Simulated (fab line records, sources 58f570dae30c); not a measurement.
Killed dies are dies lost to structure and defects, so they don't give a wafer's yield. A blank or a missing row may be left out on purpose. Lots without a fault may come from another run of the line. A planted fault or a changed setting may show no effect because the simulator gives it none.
Chamber matching | flow berkeley_cmos170 | UCB170_V2_CVD_00 on pecvd-03: 3 sister chambers
The step deposits SiO2 from TEOS/O2, target thk 2000 nm, time 250 s. 15 wafers are shown with their chamber, then 7 later ones without.

WAFERS WITH THEIR CHAMBER
wafer  | chamber | run_length_s (s) | heater_power_w (W)
L894.2 | 2       | 277.2            | 153
L894.4 | 0       | 277.5            | 200
L894.6 | 2       | 276.9            | 207
L896.1 | 1       | 276.9            | 332
L896.5 | 0       | 277.8            | 271
L896.6 | 1       | 276.8            | 243
L897.1 | 1       | 276.9            | 277
L897.2 | 0       | 278.3            | 231
L897.4 | 2       | 277.4            | 204
L902.3 | 0       | 278.1            | 278
L902.4 | 0       | 278.2            | 199
L902.6 | 1       | 277.2            | 321
L903.2 | 0       | 277.9            | 265
L903.3 | 2       | 277.0            | 156
L903.5 | 0       | 278.3            | 194

SIGNATURES (means of the wafers above)
reading        | chamber 0 | chamber 1 | chamber 2 | scatter within a chamber
run_length_s   | 278.014   | 276.950   | 277.125   | 0.253
heater_power_w | 234.00    | 293.25    | 180.00    | 36.4
Rule: a wafer's distance from a chamber is the root of the sum, over the readings, of the square of ((its reading less the chamber's mean) divided by the reading's scatter). The wafer belongs to the nearest chamber; if the next one is less than 2 further off, it can't be placed. The scatter: the root of (the sum of the squares of (reading less its chamber's mean) over the shown wafers, divided by (wafers less chambers)).

WAFERS WITHOUT THEIR CHAMBER
wafer  | run_length_s (s) | heater_power_w (W)
L908.2 | 277.6            | 305
L908.3 | 277.5            | 151
L908.6 | 277.2            | 242
L912.1 | 277.3            | 323
L912.6 | 277.6            | 139
L913.2 | 277.3            | 322
L913.3 | 276.8            | 219

WHICH CHAMBER EACH WENT THROUGH
wafer  | from the rows above          | in truth
L908.2 | can't be placed: 0 or 1 or 2 | 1
L908.3 | can't be placed: 2 or 0      | 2
L908.6 | can't be placed: 1 or 2 or 0 | 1
L912.1 | 1                            | 1
L912.6 | can't be placed: 2 or 0      | 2
L913.2 | 1                            | 1
L913.3 | can't be placed: 2 or 1      | 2
Placed correctly: 2 of 7. Can't be placed from these rows: 5 (the true chamber is among the candidates in 5). Placed wrongly: 0.
